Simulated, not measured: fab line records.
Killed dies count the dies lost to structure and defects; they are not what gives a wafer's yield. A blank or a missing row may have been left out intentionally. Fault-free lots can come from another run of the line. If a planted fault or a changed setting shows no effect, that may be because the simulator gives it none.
fab line records :: flow berkeley-cmos170
record
  lots=6
  wafers=18
  last-day=11
route steps=331 shown ACTIVE@63
lots untouched by any fault: they come from a run of this same line in which no faults occurred
start-h: the number of hours between the record's first day and the start of the first shown wafer of the lot :: wait-h: hours from the lot's prior step to this one :: " repeats the value in the row above :: L1.1+2: a single row standing in for several wafers :: - value missing, or start not given :: * or withheld: withheld :: < > ~ a bound
route shown NAME@n: names a module that has steps shown in the file, with the first one's number in the route :: usual: mean/standard deviation of fault-free wafers :: same: alike in all rows :: chamber/n: place in a boat :: sites: readings site by site :: _std_site: standard deviation of those values :: _edge_site: outer sites' mean less inner sites' :: radius-mm: how far each site lies from the wafer's centre :: mask NAME#n: copy n :: behind: the tool/chamber that last shaped the wafer :: hold: what put the lot on hold/how long, in hours/how the hold closed :: device: the transistor (n, p or np) that didn't switch :: end of line: the same wafers' tests at the end of the route :: for a step that has no rows: nothing shown but its recipe :: killed: at the first sort, the dies lost to defects and structure; wafer yield is something else :: map: shows each die of a wafer: x if killed, . if not, _ if none is there
set.NAME: the run value of the setting; set.NAME@STEP: its run value at that earlier step :: model.NAME: the simulator's own value behind a step, which no gauge read
certain route steps with their lots: each step a table, each wafer a row
services: a tool's chamber out of use, with start hour (start-h, from the record's first day; less than 0 if before it), hours out, and reason
## steps
# step UCB170_ACTIVE_THK_MEAS_03
# recipe
  reads=SiO2_of_ACTIVE_OXIDATION_02
# usual
  ACTIVE_OXIDE_THK=26.3/0.52
lot.wafer: L709.1
tool: film-metro-04
chamber: -
start-h: 82.84
wait-h: 0.0
ACTIVE_OXIDE_THK[nm]: 26.4

lot.wafer: L709.4
tool: film-metro-04
chamber: -
start-h: 82.84
wait-h: 0.0
ACTIVE_OXIDE_THK[nm]: 26.0

lot.wafer: L709.6
tool: film-metro-04
chamber: -
start-h: 82.84
wait-h: 0.0
ACTIVE_OXIDE_THK[nm]: 26.0

lot.wafer: L710.2
tool: film-metro-01
chamber: -
start-h: 89.53
wait-h: 0.0
ACTIVE_OXIDE_THK[nm]: 26.7

lot.wafer: L710.4
tool: film-metro-01
chamber: -
start-h: 89.53
wait-h: 0.0
ACTIVE_OXIDE_THK[nm]: 26.3

lot.wafer: L710.6
tool: film-metro-01
chamber: -
start-h: 89.53
wait-h: 0.0
ACTIVE_OXIDE_THK[nm]: 26.8

lot.wafer: L717.2
tool: film-metro-04
chamber: -
start-h: 120.57
wait-h: 0.0
ACTIVE_OXIDE_THK[nm]: 25.4

lot.wafer: L717.3
tool: film-metro-04
chamber: -
start-h: 120.57
wait-h: 0.0
ACTIVE_OXIDE_THK[nm]: 25.5

lot.wafer: L717.5
tool: film-metro-04
chamber: -
start-h: 120.57
wait-h: 0.0
ACTIVE_OXIDE_THK[nm]: 25.2

lot.wafer: L719.3
tool: film-metro-01
chamber: -
start-h: 128.66
wait-h: 0.0
ACTIVE_OXIDE_THK[nm]: 26.0

lot.wafer: L719.5
tool: film-metro-01
chamber: -
start-h: 128.66
wait-h: 0.0
ACTIVE_OXIDE_THK[nm]: 26.1

lot.wafer: L719.6
tool: film-metro-01
chamber: -
start-h: 128.66
wait-h: 0.0
ACTIVE_OXIDE_THK[nm]: 26.0

lot.wafer: L718.1
tool: film-metro-03
chamber: -
start-h: 128.66
wait-h: 0.0
ACTIVE_OXIDE_THK[nm]: 26.0

lot.wafer: L718.2
tool: film-metro-03
chamber: -
start-h: 128.66
wait-h: 0.0
ACTIVE_OXIDE_THK[nm]: 25.9

lot.wafer: L718.4
tool: film-metro-03
chamber: -
start-h: 128.66
wait-h: 0.0
ACTIVE_OXIDE_THK[nm]: 26.1

lot.wafer: L720.1
tool: film-metro-04
chamber: -
start-h: 139.03
wait-h: 0.0
ACTIVE_OXIDE_THK[nm]: 25.2

lot.wafer: L720.5
tool: film-metro-04
chamber: -
start-h: 139.03
wait-h: 0.0
ACTIVE_OXIDE_THK[nm]: 25.6

lot.wafer: L720.6
tool: film-metro-04
chamber: -
start-h: 139.03
wait-h: 0.0
ACTIVE_OXIDE_THK[nm]: 25.0
# step UCB170_ACTIVE_ANNEAL_04
# recipe
  temp-c=1000
  time-s=900
  ambient=N2
# step UCB170_ACTIVE_CVD_05
# recipe
  material=Si3N4
  target-thk-nm=220
  temp-c=800
  precursor=SiH2Cl2/NH3
  time-s=3300
  pressure-mtorr=200
  sih2cl2-flow-sccm=25
  nh3-flow-sccm=75
# step UCB170_ACTIVE_THK_MEAS_06
# recipe
  reads=Si3N4_of_ACTIVE_CVD_05
# usual
  ACTIVE_NITRIDE_THK=220.1/1.8
lot.wafer: L709.1
tool: film-metro-01
chamber: -
start-h: 93.24
wait-h: 0.0
ACTIVE_NITRIDE_THK[nm]: 218.9

lot.wafer: L709.4
tool: film-metro-01
chamber: -
start-h: 93.24
wait-h: 0.0
ACTIVE_NITRIDE_THK[nm]: 221.4

lot.wafer: L709.6
tool: film-metro-01
chamber: -
start-h: 93.24
wait-h: 0.0
ACTIVE_NITRIDE_THK[nm]: 221.5

lot.wafer: L710.2
tool: film-metro-04
chamber: -
start-h: 96.12
wait-h: 0.0
ACTIVE_NITRIDE_THK[nm]: 222.5

lot.wafer: L710.4
tool: film-metro-04
chamber: -
start-h: 96.12
wait-h: 0.0
ACTIVE_NITRIDE_THK[nm]: 220.5

lot.wafer: L710.6
tool: film-metro-04
chamber: -
start-h: 96.12
wait-h: 0.0
ACTIVE_NITRIDE_THK[nm]: 222.3

lot.wafer: L717.2
tool: film-metro-03
chamber: -
start-h: 126.23
wait-h: 0.0
ACTIVE_NITRIDE_THK[nm]: 220.0

lot.wafer: L717.3
tool: film-metro-03
chamber: -
start-h: 126.23
wait-h: 0.0
ACTIVE_NITRIDE_THK[nm]: 221.4

lot.wafer: L717.5
tool: film-metro-03
chamber: -
start-h: 126.23
wait-h: 0.0
ACTIVE_NITRIDE_THK[nm]: 221.1

lot.wafer: L718.1
tool: film-metro-01
chamber: -
start-h: 138.00
wait-h: 0.0
ACTIVE_NITRIDE_THK[nm]: 221.9

lot.wafer: L718.2
tool: film-metro-01
chamber: -
start-h: 138.00
wait-h: 0.0
ACTIVE_NITRIDE_THK[nm]: 220.4

lot.wafer: L718.4
tool: film-metro-01
chamber: -
start-h: 138.00
wait-h: 0.0
ACTIVE_NITRIDE_THK[nm]: 222.4

lot.wafer: L719.3
tool: film-metro-03
chamber: -
start-h: 138.02
wait-h: 0.0
ACTIVE_NITRIDE_THK[nm]: 217.8

lot.wafer: L719.5
tool: film-metro-03
chamber: -
start-h: 138.02
wait-h: 0.0
ACTIVE_NITRIDE_THK[nm]: 216.6

lot.wafer: L719.6
tool: film-metro-03
chamber: -
start-h: 138.02
wait-h: 0.0
ACTIVE_NITRIDE_THK[nm]: 217.6

lot.wafer: L720.1
tool: film-metro-04
chamber: -
start-h: 143.86
wait-h: 0.0
ACTIVE_NITRIDE_THK[nm]: 218.8

lot.wafer: L720.5
tool: film-metro-04
chamber: -
start-h: 143.86
wait-h: 0.0
ACTIVE_NITRIDE_THK[nm]: 220.0

lot.wafer: L720.6
tool: film-metro-04
chamber: -
start-h: 143.86
wait-h: 0.0
ACTIVE_NITRIDE_THK[nm]: 220.6
# step UCB170_ACTIVE_HMDS_07
# recipe
  prime-time-s=60
  prime-temp-c=100
# step UCB170_ACTIVE_COAT_08
# recipe
  resist=KrF
  spin-rpm=1500
  resist-thk-nm=900
# step UCB170_ACTIVE_SOFTBAKE_09
# recipe
  resist=KrF
  temp-c=130
  time-s=60
# step UCB170_ACTIVE_EXPOSE_10
# recipe
  mask-id=ACTIVE
  target-cd-nm=1200
  na=0.5
  sigma-outer=0.6
  source-shape=conventional
  dose-mj=20
# step UCB170_ACTIVE_PEB_11
# recipe
  peb-temp-c=130
  peb-time-s=withheld
  resist=KrF
# step UCB170_ACTIVE_DEVELOP_12
# recipe
  developer=TMAH
  develop-time-s=47.04
  resist=KrF
  dev-temp-c=21
# step UCB170_ACTIVE_CD_MEAS_13
# recipe
  target-cd-nm=1200
# usual
  cd-nm=1199.7/1.5
lot.wafer: L709.1
tool: cd-sem-01
chamber: -
start-h: 94.36
wait-h: -
cd-nm: 1200.7

lot.wafer: L709.4
tool: cd-sem-01
chamber: -
start-h: 94.36
wait-h: -
cd-nm: 1199.4

lot.wafer: L709.6
tool: cd-sem-01
chamber: -
start-h: 94.36
wait-h: -
cd-nm: 1200.0

lot.wafer: L710.2
tool: cd-sem-02
chamber: -
start-h: 97.09
wait-h: -
cd-nm: 1199.2

lot.wafer: L710.4
tool: cd-sem-02
chamber: -
start-h: 97.09
wait-h: -
cd-nm: 1200.7

lot.wafer: L710.6
tool: cd-sem-02
chamber: -
start-h: 97.09
wait-h: -
cd-nm: 1199.4

lot.wafer: L717.2
tool: cd-sem-02
chamber: -
start-h: 127.37
wait-h: -
cd-nm: 1201.5

lot.wafer: L717.3
tool: cd-sem-02
chamber: -
start-h: 127.37
wait-h: -
cd-nm: 1202.4

lot.wafer: L717.5
tool: cd-sem-02
chamber: -
start-h: 127.37
wait-h: -
cd-nm: 1202.2

lot.wafer: L719.3
tool: cd-sem-02
chamber: -
start-h: 139.27
wait-h: -
cd-nm: 1199.0

lot.wafer: L719.5
tool: cd-sem-02
chamber: -
start-h: 139.27
wait-h: -
cd-nm: 1199.3

lot.wafer: L719.6
tool: cd-sem-02
chamber: -
start-h: 139.27
wait-h: -
cd-nm: 1198.1

lot.wafer: L718.1
tool: cd-sem-01
chamber: -
start-h: 139.51
wait-h: -
cd-nm: 1201.0

lot.wafer: L718.2
tool: cd-sem-01
chamber: -
start-h: 139.51
wait-h: -
cd-nm: 1201.0

lot.wafer: L718.4
tool: cd-sem-01
chamber: -
start-h: 139.51
wait-h: -
cd-nm: 1201.0

lot.wafer: L720.1
tool: cd-sem-01
chamber: -
start-h: 144.76
wait-h: -
cd-nm: 1198.5

lot.wafer: L720.5
tool: cd-sem-01
chamber: -
start-h: 144.76
wait-h: -
cd-nm: 1197.6

lot.wafer: L720.6
tool: cd-sem-01
chamber: -
start-h: 144.76
wait-h: -
cd-nm: 1196.9
# step UCB170_ACTIVE_OVL_MEAS_14
# usual
  ACTIVE_OVL=1/4.7
lot.wafer: L709.1
tool: overlay-01
chamber: -
start-h: 94.48
wait-h: 0.1
ACTIVE_OVL[nm]: -2

lot.wafer: L709.4
tool: overlay-01
chamber: -
start-h: 94.48
wait-h: 0.1
ACTIVE_OVL[nm]: 0

lot.wafer: L709.6
tool: overlay-01
chamber: -
start-h: 94.48
wait-h: 0.1
ACTIVE_OVL[nm]: 2

lot.wafer: L710.2
tool: overlay-02
chamber: -
start-h: 97.19
wait-h: 0.1
ACTIVE_OVL[nm]: -5

lot.wafer: L710.4
tool: overlay-02
chamber: -
start-h: 97.19
wait-h: 0.1
ACTIVE_OVL[nm]: -9

lot.wafer: L710.6
tool: overlay-02
chamber: -
start-h: 97.19
wait-h: 0.1
ACTIVE_OVL[nm]: -11

lot.wafer: L717.2
tool: overlay-02
chamber: -
start-h: 127.48
wait-h: 0.1
ACTIVE_OVL[nm]: -2

lot.wafer: L717.3
tool: overlay-02
chamber: -
start-h: 127.48
wait-h: 0.1
ACTIVE_OVL[nm]: -4

lot.wafer: L717.5
tool: overlay-02
chamber: -
start-h: 127.48
wait-h: 0.1
ACTIVE_OVL[nm]: 0

lot.wafer: L719.3
tool: overlay-02
chamber: -
start-h: 139.36
wait-h: 0.1
ACTIVE_OVL[nm]: 4

lot.wafer: L719.5
tool: overlay-02
chamber: -
start-h: 139.36
wait-h: 0.1
ACTIVE_OVL[nm]: 5

lot.wafer: L719.6
tool: overlay-02
chamber: -
start-h: 139.36
wait-h: 0.1
ACTIVE_OVL[nm]: 2

lot.wafer: L718.1
tool: overlay-02
chamber: -
start-h: 139.65
wait-h: 0.1
ACTIVE_OVL[nm]: -7

lot.wafer: L718.2
tool: overlay-02
chamber: -
start-h: 139.65
wait-h: 0.1
ACTIVE_OVL[nm]: -6

lot.wafer: L718.4
tool: overlay-02
chamber: -
start-h: 139.65
wait-h: 0.1
ACTIVE_OVL[nm]: -7

lot.wafer: L720.1
tool: overlay-01
chamber: -
start-h: 144.88
wait-h: 0.1
ACTIVE_OVL[nm]: -1

lot.wafer: L720.5
tool: overlay-01
chamber: -
start-h: 144.88
wait-h: 0.1
ACTIVE_OVL[nm]: 1

lot.wafer: L720.6
tool: overlay-01
chamber: -
start-h: 144.88
wait-h: 0.1
ACTIVE_OVL[nm]: 1
# step UCB170_ACTIVE_ETCH_15
# recipe
  chemistry=CH3F/Ar/O2
  target=Si3N4
  stop-on=SiO2
  CH3F_flow_sccm=20
  Ar_flow_sccm=50
  O2_flow_sccm=7
  pressure-mtorr=50
  rf-w=450
  target-depth-a=2420
  over-etch-frac=0.1
  time-s=151
# usual
  drypump-motor-current-A=5.7/0.48
  oes-product-au=0.936/0.015
  rf-fwd-power-W=448.3/1.6
  throttle-valve-pct=8.09/0.16
lot.wafer: L709.1
tool: rie-diel-01
chamber: 0
start-h: 94.52
wait-h: 0.0
drypump-motor-current-A: 6.8
oes-product-au: 0.927
rf-fwd-power-W: 448.7
rf-hours-counter-h: 6
throttle-valve-pct: 7.85
model.KrF_of_ACTIVE_COAT_08.thk-nm: 724.5

lot.wafer: L709.4
tool: rie-diel-01
chamber: 2
start-h: 94.52
wait-h: 0.0
drypump-motor-current-A: 5.6
oes-product-au: 0.948
rf-fwd-power-W: 446.3
rf-hours-counter-h: 7
throttle-valve-pct: 8.25
model.KrF_of_ACTIVE_COAT_08.thk-nm: 722.6

lot.wafer: L709.6
tool: rie-diel-01
chamber: 1
start-h: 94.52
wait-h: 0.0
drypump-motor-current-A: 5.0
oes-product-au: 0.975
rf-fwd-power-W: 449.9
rf-hours-counter-h: -
throttle-valve-pct: 7.87
model.KrF_of_ACTIVE_COAT_08.thk-nm: 725.4

lot.wafer: L710.2
tool: rie-diel-04
chamber: 0
start-h: 97.22
wait-h: 0.0
drypump-motor-current-A: 5.5
oes-product-au: 0.951
rf-fwd-power-W: 448.1
rf-hours-counter-h: 15
throttle-valve-pct: 8.09
model.KrF_of_ACTIVE_COAT_08.thk-nm: 724

lot.wafer: L710.4
tool: rie-diel-04
chamber: 3
start-h: 97.22
wait-h: 0.0
drypump-motor-current-A: 5.8
oes-product-au: 0.933
rf-fwd-power-W: 447.9
rf-hours-counter-h: -
throttle-valve-pct: 8.10
model.KrF_of_ACTIVE_COAT_08.thk-nm: 725.5

lot.wafer: L710.6
tool: rie-diel-04
chamber: 0
start-h: 97.22
wait-h: 0.0
drypump-motor-current-A: 5.6
oes-product-au: 0.950
rf-fwd-power-W: 448.8
rf-hours-counter-h: -
throttle-valve-pct: 8.08
model.KrF_of_ACTIVE_COAT_08.thk-nm: 723.4

lot.wafer: L717.2
tool: rie-diel-04
chamber: 0
start-h: 127.51
wait-h: 0.0
drypump-motor-current-A: 5.5
oes-product-au: 0.924
rf-fwd-power-W: 376.3
rf-hours-counter-h: 17
throttle-valve-pct: 8.08
model.KrF_of_ACTIVE_COAT_08.thk-nm: 741

lot.wafer: L717.3
tool: rie-diel-04
chamber: 2
start-h: 127.51
wait-h: 0.0
drypump-motor-current-A: 5.9
oes-product-au: 0.923
rf-fwd-power-W: 378.9
rf-hours-counter-h: 64
throttle-valve-pct: 8.18
model.KrF_of_ACTIVE_COAT_08.thk-nm: 737.8

lot.wafer: L717.5
tool: rie-diel-04
chamber: 3
start-h: 127.51
wait-h: 0.0
drypump-motor-current-A: 5.8
oes-product-au: 0.922
rf-fwd-power-W: 377.0
rf-hours-counter-h: -
throttle-valve-pct: 8.12
model.KrF_of_ACTIVE_COAT_08.thk-nm: 737.3

lot.wafer: L719.3
tool: rie-diel-03
chamber: 0
start-h: 139.39
wait-h: 0.0
drypump-motor-current-A: 5.3
oes-product-au: 0.925
rf-fwd-power-W: 444.7
rf-hours-counter-h: 104
throttle-valve-pct: 7.93
model.KrF_of_ACTIVE_COAT_08.thk-nm: 727.8

lot.wafer: L719.5
tool: rie-diel-03
chamber: 0
start-h: 139.39
wait-h: 0.0
drypump-motor-current-A: 5.3
oes-product-au: 0.922
rf-fwd-power-W: 448.5
rf-hours-counter-h: -
throttle-valve-pct: 7.92
model.KrF_of_ACTIVE_COAT_08.thk-nm: 727.9

lot.wafer: L719.6
tool: rie-diel-03
chamber: 3
start-h: 139.39
wait-h: 0.0
drypump-motor-current-A: 5.6
oes-product-au: 0.944
rf-fwd-power-W: 449.3
rf-hours-counter-h: -
throttle-valve-pct: 8.11
model.KrF_of_ACTIVE_COAT_08.thk-nm: 731.2

lot.wafer: L718.1
tool: rie-diel-04
chamber: 2
start-h: 139.68
wait-h: 0.0
drypump-motor-current-A: 5.9
oes-product-au: 0.923
rf-fwd-power-W: 378.2
rf-hours-counter-h: 65
throttle-valve-pct: 8.19
model.KrF_of_ACTIVE_COAT_08.thk-nm: 742.2

lot.wafer: L718.2
tool: rie-diel-04
chamber: 1
start-h: 139.68
wait-h: 0.0
drypump-motor-current-A: 5.6
oes-product-au: 0.911
rf-fwd-power-W: 375.8
rf-hours-counter-h: 133
throttle-valve-pct: 8.24
model.KrF_of_ACTIVE_COAT_08.thk-nm: 745

lot.wafer: L718.4
tool: rie-diel-04
chamber: 0
start-h: 139.68
wait-h: 0.0
drypump-motor-current-A: 5.6
oes-product-au: 0.928
rf-fwd-power-W: 375.6
rf-hours-counter-h: 18
throttle-valve-pct: 8.08
model.KrF_of_ACTIVE_COAT_08.thk-nm: 740.9

lot.wafer: L720.1
tool: rie-diel-03
chamber: 3
start-h: 144.92
wait-h: 0.0
drypump-motor-current-A: 5.6
oes-product-au: 0.931
rf-fwd-power-W: 448.1
rf-hours-counter-h: 102
throttle-valve-pct: 8.11
model.KrF_of_ACTIVE_COAT_08.thk-nm: 723.2

lot.wafer: L720.5
tool: rie-diel-03
chamber: 3
start-h: 144.92
wait-h: 0.0
drypump-motor-current-A: 5.6
oes-product-au: 0.943
rf-fwd-power-W: 449.3
rf-hours-counter-h: -
throttle-valve-pct: 8.11
model.KrF_of_ACTIVE_COAT_08.thk-nm: 722.9

lot.wafer: L720.6
tool: rie-diel-03
chamber: 1
start-h: 144.92
wait-h: 0.0
drypump-motor-current-A: 5.9
oes-product-au: 0.945
rf-fwd-power-W: 444.5
rf-hours-counter-h: -
throttle-valve-pct: 7.88
model.KrF_of_ACTIVE_COAT_08.thk-nm: 724
# step UCB170_ACTIVE_STRIP_16
# recipe
  chemistry=O2
  power-w=400
  pressure-mtorr=3500
  platen-temp-c=withheld
  o2-flow-sccm=400
  overash-fraction=0.5
# usual
  drypump-motor-current-A=5.9/0.65
  o2-flow-sccm=399.9/1.3
  oes-product-au=0.721/0.0043
  strip-time-to-endpoint-s=18.12/0.082
lot.wafer: L709.1
tool: plasma-asher-01
chamber: 1
start-h: 94.62
wait-h: 0.1
drypump-motor-current-A: 6.6
o2-flow-sccm: 400.0
oes-product-au: 0.719
rf-hours-counter-h: 41
strip-time-to-endpoint-s: 18.09

lot.wafer: L709.4
tool: plasma-asher-01
chamber: 0
start-h: 94.62
wait-h: 0.1
drypump-motor-current-A: 4.9
o2-flow-sccm: 399.5
oes-product-au: 0.722
rf-hours-counter-h: -
strip-time-to-endpoint-s: 18.04

lot.wafer: L709.6
tool: plasma-asher-01
chamber: 1
start-h: 94.62
wait-h: 0.1
drypump-motor-current-A: 6.6
o2-flow-sccm: 400.7
oes-product-au: 0.728
rf-hours-counter-h: -
strip-time-to-endpoint-s: 18.12

lot.wafer: L710.2
tool: plasma-asher-01
chamber: 1
start-h: 97.33
wait-h: 0.1
drypump-motor-current-A: 6.6
o2-flow-sccm: 398.6
oes-product-au: 0.717
rf-hours-counter-h: 41
strip-time-to-endpoint-s: 18.07

lot.wafer: L710.4
tool: plasma-asher-01
chamber: 0
start-h: 97.33
wait-h: 0.1
drypump-motor-current-A: 4.9
o2-flow-sccm: 402.7
oes-product-au: 0.722
rf-hours-counter-h: -
strip-time-to-endpoint-s: 18.11

lot.wafer: L710.6
tool: plasma-asher-01
chamber: 1
start-h: 97.33
wait-h: 0.1
drypump-motor-current-A: 6.6
o2-flow-sccm: 397.4
oes-product-au: 0.714
rf-hours-counter-h: -
strip-time-to-endpoint-s: 18.06

lot.wafer: L717.2
tool: plasma-asher-01
chamber: 0
start-h: 127.61
wait-h: 0.1
drypump-motor-current-A: 5.0
o2-flow-sccm: 400.4
oes-product-au: 0.721
rf-hours-counter-h: 45
strip-time-to-endpoint-s: 18.50

lot.wafer: L717.3
tool: plasma-asher-01
chamber: 0
start-h: 127.61
wait-h: 0.1
drypump-motor-current-A: 5.0
o2-flow-sccm: 400.7
oes-product-au: 0.718
rf-hours-counter-h: -
strip-time-to-endpoint-s: 18.40

lot.wafer: L717.5
tool: plasma-asher-01
chamber: 1
start-h: 127.61
wait-h: 0.1
drypump-motor-current-A: 6.6
o2-flow-sccm: 400.5
oes-product-au: 0.713
rf-hours-counter-h: -
strip-time-to-endpoint-s: 18.39

lot.wafer: L719.3
tool: plasma-asher-03
chamber: 0
start-h: 139.52
wait-h: 0.1
drypump-motor-current-A: 6.2
o2-flow-sccm: 398.0
oes-product-au: 0.725
rf-hours-counter-h: -
strip-time-to-endpoint-s: 18.17

lot.wafer: L719.5
tool: plasma-asher-03
chamber: 1
start-h: 139.52
wait-h: 0.1
drypump-motor-current-A: 6.0
o2-flow-sccm: 399.3
oes-product-au: 0.722
rf-hours-counter-h: -
strip-time-to-endpoint-s: 18.17

lot.wafer: L719.6
tool: plasma-asher-03
chamber: 0
start-h: 139.52
wait-h: 0.1
drypump-motor-current-A: 6.2
o2-flow-sccm: 398.7
oes-product-au: 0.726
rf-hours-counter-h: -
strip-time-to-endpoint-s: 18.24

lot.wafer: L718.1
tool: plasma-asher-01
chamber: 1
start-h: 139.79
wait-h: 0.1
drypump-motor-current-A: 6.6
o2-flow-sccm: 399.2
oes-product-au: 0.718
rf-hours-counter-h: 46
strip-time-to-endpoint-s: 18.52

lot.wafer: L718.2
tool: plasma-asher-01
chamber: 0
start-h: 139.79
wait-h: 0.1
drypump-motor-current-A: 4.9
o2-flow-sccm: 398.9
oes-product-au: 0.721
rf-hours-counter-h: 46
strip-time-to-endpoint-s: 18.56

lot.wafer: L718.4
tool: plasma-asher-01
chamber: 0
start-h: 139.79
wait-h: 0.1
drypump-motor-current-A: 4.9
o2-flow-sccm: 399.9
oes-product-au: 0.720
rf-hours-counter-h: -
strip-time-to-endpoint-s: 18.49

lot.wafer: L720.1
tool: plasma-asher-01
chamber: 1
start-h: 145.02
wait-h: 0.1
drypump-motor-current-A: 6.6
o2-flow-sccm: 399.8
oes-product-au: 0.715
rf-hours-counter-h: 46
strip-time-to-endpoint-s: 18.06

lot.wafer: L720.5
tool: plasma-asher-01
chamber: 1
start-h: 145.02
wait-h: 0.1
drypump-motor-current-A: 6.6
o2-flow-sccm: 402.2
oes-product-au: 0.715
rf-hours-counter-h: -
strip-time-to-endpoint-s: 18.05

lot.wafer: L720.6
tool: plasma-asher-01
chamber: 0
start-h: 145.02
wait-h: 0.1
drypump-motor-current-A: 5.0
o2-flow-sccm: 402.3
oes-product-au: 0.720
rf-hours-counter-h: -
strip-time-to-endpoint-s: 18.07
# step UCB170_ACTIVE_CD_MEAS_90
# recipe
  target-cd-nm=1200
# usual
  cd-nm=1199.7/1.5
lot.wafer: L709.1
tool: cd-sem-01
chamber: -
start-h: 94.72
wait-h: 0.1
cd-nm: 1200.3

lot.wafer: L709.4
tool: cd-sem-01
chamber: -
start-h: 94.72
wait-h: 0.1
cd-nm: 1199.3

lot.wafer: L709.6
tool: cd-sem-01
chamber: -
start-h: 94.72
wait-h: 0.1
cd-nm: 1199.8

lot.wafer: L710.2
tool: cd-sem-02
chamber: -
start-h: 97.45
wait-h: 0.1
cd-nm: 1199.8

lot.wafer: L710.4
tool: cd-sem-02
chamber: -
start-h: 97.45
wait-h: 0.1
cd-nm: 1200.5

lot.wafer: L710.6
tool: cd-sem-02
chamber: -
start-h: 97.45
wait-h: 0.1
cd-nm: 1199.7

lot.wafer: L717.2
tool: cd-sem-02
chamber: -
start-h: 127.73
wait-h: 0.1
cd-nm: 1202.2

lot.wafer: L717.3
tool: cd-sem-02
chamber: -
start-h: 127.73
wait-h: 0.1
cd-nm: 1202.8

lot.wafer: L717.5
tool: cd-sem-02
chamber: -
start-h: 127.73
wait-h: 0.1
cd-nm: 1202.6

lot.wafer: L719.3
tool: cd-sem-02
chamber: -
start-h: 139.65
wait-h: 0.1
cd-nm: 1198.9

lot.wafer: L719.5
tool: cd-sem-02
chamber: -
start-h: 139.65
wait-h: 0.1
cd-nm: 1199.8

lot.wafer: L719.6
tool: cd-sem-02
chamber: -
start-h: 139.65
wait-h: 0.1
cd-nm: 1198.2

lot.wafer: L718.1
tool: cd-sem-01
chamber: -
start-h: 139.89
wait-h: 0.1
cd-nm: 1201.6

lot.wafer: L718.2
tool: cd-sem-01
chamber: -
start-h: 139.89
wait-h: 0.1
cd-nm: 1201.6

lot.wafer: L718.4
tool: cd-sem-01
chamber: -
start-h: 139.89
wait-h: 0.1
cd-nm: 1201.5

lot.wafer: L720.1
tool: cd-sem-01
chamber: -
start-h: 145.12
wait-h: 0.1
cd-nm: 1198.4

lot.wafer: L720.5
tool: cd-sem-01
chamber: -
start-h: 145.12
wait-h: 0.1
cd-nm: 1197.3

lot.wafer: L720.6
tool: cd-sem-01
chamber: -
start-h: 145.12
wait-h: 0.1
cd-nm: 1197.5
## services
tool: rie-diel-01
chamber: 0
start-h: 73.86
hours: 13.0
kind: repair

tool: rie-diel-04
chamber: 0
start-h: 84.07
hours: 7.6
kind: repair

tool: rie-diel-04
chamber: 2
start-h: 95.52
hours: 4.8
kind: repair

tool: rie-diel-04
chamber: 1
start-h: 105.22
hours: 2.9
kind: repair

tool: rie-diel-04
chamber: -
start-h: 114.44
hours: 0.8
kind: repair

tool: rie-diel-03
chamber: 3
start-h: 123.13
hours: 4.3
kind: repair

tool: rie-diel-04
chamber: 1
start-h: 131.45
hours: 6.1
kind: repair

tool: rie-diel-01
chamber: -
start-h: 133.07
hours: 14.6
kind: pm

tool: rie-diel-03
chamber: 2
start-h: 141.52
hours: -
kind: clean

tool: rie-diel-03
chamber: 2
start-h: 141.52
hours: 21.5
kind: scheduled-down

tool: rie-diel-03
chamber: 2
start-h: 141.52
hours: 21.5
kind: vent-cycle
## key
first-sign
  step=UCB170_ACTIVE_ETCH_15
  reading=rf-fwd-power-W
  direction=down
  sigmas=45
  usual=448.3
  struck=376.9
effect
  step=UCB170_ACTIVE_STRIP_16
  reading=strip-time-to-endpoint-s
  direction=up
  sigmas=4.4
  usual=*
  struck=*
model-effect
  step=UCB170_ACTIVE_ETCH_15
  value=KrF_of_ACTIVE_COAT_08.thk-nm
  without=727.1
  struck=740.7
met-at UCB170_ACTIVE_ETCH_15
struck-wafers L717.2,L717.3,L717.5,L718.1,L718.2,L718.4
later-rows-left-out L718.2
sort-left-out L717.2,L717.3,L717.5,L718.1,L718.2,L718.4
tester-left-out L717,L718
onset-between 97.22 127.51
fault
  kind=process-parameter-drift
  tool=rie-diel-04
  chamber=-
  onset-h=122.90
  steps=UCB170_ACTIVE_ETCH_15
  channel=rf-w
  offset=-72
  shape=step
  end-h=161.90
  acts-in=these-recipes-only
  stated=450
# tester-left-out: of these lots the tester's yield and bins aren't shown, on N5 and GAA mostly nor the transistor test; their killed dies are dies lost to structure and defects alone, not to doping, threshold or leakage, so they don't give the yield
# sort-left-out: the simulated sort isn't trusted on such a fault, so these wafers' sort isn't shown, and their yield isn't known
# later-rows-left-out: the simulator's readings of these wafers behind a module that went badly wrong aren't trusted and aren't shown, but for the sort
